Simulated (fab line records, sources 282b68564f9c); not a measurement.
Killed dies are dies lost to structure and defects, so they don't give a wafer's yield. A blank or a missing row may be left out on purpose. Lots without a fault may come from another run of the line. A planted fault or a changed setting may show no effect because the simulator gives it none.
A struck lot beside a sound one | flow rit_cmos | 17 steps out of a route of 202
Sound: wafers L798.2, L798.4, L798.6. Struck: wafers L803.1, L803.4, L803.5. The cause comes at the end.
At each step with rows: each side's tool, then ch and its chambers, then its first start. Under that, the readings that differ: sound wafers | struck wafers | difference of the means | sigmas: that difference in standard deviations of wafers without a fault.
alike: readings whose means differ by less than 2 such deviations, and words and numbers that are the same on both sides. not compared: withheld readings, readings that some wafer has no value for, bounds like >300 that may hide the same value, and numbers for which the record gives no deviation and whose values overlap.
The two part at a step that has a row with sigmas, a row that says differs or no value, or rows on one side only. Numbers that don't overlap but have no deviation are shown without sigmas and don't part them. A reading that every wafer of one side lacks parts them only if that side has two wafers or more.

RIT_PWELL_TW_MEAS_10:
  sound on film_metro-02, day 3 17:02; struck on film_metro-04, day 4 19:09
  reading  | sound       | struck      | difference | sigmas
  PWELL_TW | 952 963 953 | 934 935 934 | -22        | -2
then, 1 step without rows for these wafers: RIT_WELLDRIVE_ANNEAL_00 (time 14700 s).
RIT_WELLDRIVE_RS_MEAS_01: measures by four-point-probe.
  sound on film_metro-03, day 3 22:59; struck on film_metro-02, day 5 00:17
  alike: NWELL_RS
RIT_WELLDRIVE_RS_MEAS_02: measures by four-point-probe.
  sound on film_metro-03, day 3 23:06; struck on film_metro-02, day 5 00:25
  alike: PWELL_RS
then, 6 steps without rows for these wafers: RIT_NRETRO_HMDS_00 (prime time 60 s); RIT_NRETRO_COAT_01 (resist thk 1300 nm); RIT_NRETRO_SOFTBAKE_02 (time 60 s); RIT_NRETRO_EXPOSE_03 (exposes mask M4, target cd 43900 nm); RIT_NRETRO_PEB_04; RIT_NRETRO_DEVELOP_05 (develop time 68 s).
RIT_NRETRO_OVL_MEAS_06:
  sound on overlay-02, day 4 00:11; struck on overlay-02, day 5 01:32
  alike: NRETRO_OVL
then, 1 step without rows for these wafers: RIT_NRETRO_HARDBAKE_07 (time 120 s).
RIT_NRETRO_IMPLANT_08:
  sound on implanter-04 ch 0, day 4 00:30; struck on implanter-02 ch 0, day 5 01:49
  reading                   | sound                | struck               | difference | sigmas
  beam_energy_keV           | 69.970 69.951 69.961 | 45.517 45.492 45.492 | -24.460    | -99 or more
  model.implant.rp_nm (nm)  | 77.71 77.71 77.71    | 55.99 55.99 55.99    | -21.72     |
  model.implant.drp_nm (nm) | 33.94 33.94 33.94    | 23.6 23.6 23.6       | -10.3      |
  alike: beam_on_s
RIT_NRETRO_STRIP_09: strips in O2, time 180 s.
  sound on plasma_asher-02 ch 1, day 4 00:37; struck on plasma_asher-04 ch 0, day 5 02:07
  alike: drypump_motor_current_A
  not compared: rf_hours_counter_h
RIT_NRETRO_TW_MEAS_10:
  sound on film_metro-01, day 4 00:49; struck on film_metro-01, day 5 02:18
  reading   | sound          | struck      | difference | sigmas
  NRETRO_TW | 1042 1050 1053 | 929 930 932 | -118       | -16
then, 1 step without rows for these wafers: RIT_PRETRO_HMDS_00 (prime time 60 s).
RIT_M1_PROBE_99:
  sound on prober-02, day 5 07:38; struck on prober-01, day 6 07:35
  reading                                 | sound                   | struck                  | difference | sigmas
  model.etest.well_edge_right.line_ohm_um | 183.8 183.4 187.2       | 189.7 187.7 188.3       | +3.8       |
  model.etest.diode_pplus_nwell.cj_ff_um2 | 1.672 1.687 1.664       | 1.645 1.65 1.656        | -0.024     |
  model.etest.diode_pplus_comb.cj_ff_um2  | 1.971 1.98 1.983        | 1.963 1.962 1.967       | -0.014     |
  model.etest.pmos_narrow.vt_less_v (V)   | 0.01817 0.01643 0.02039 | 0.04088 0.03693 0.03836 | +0.02039   |
  model.etest.pmos_0p15.vt_long_v (V)     | -0.5693 -0.5768 -0.5673 | -0.6051 -0.591 -0.5894  | -0.0240    |
  alike: killed_at_contacts, killed_at_front_end, killed_dies, killed_open, killed_short
  not compared: model.etest.well_edge_left.line_ohm_um, model.etest.diode_pplus_nwell.bv_v, model.etest.cap_p_gate.c_min_ff_um2

WHERE THEY PART
First at RIT_PWELL_TW_MEAS_10; last, within this record, at RIT_NRETRO_TW_MEAS_10. Later steps at which nothing parts them and some readings are alike: RIT_M1_PROBE_99.

WHY: what the simulator had put in
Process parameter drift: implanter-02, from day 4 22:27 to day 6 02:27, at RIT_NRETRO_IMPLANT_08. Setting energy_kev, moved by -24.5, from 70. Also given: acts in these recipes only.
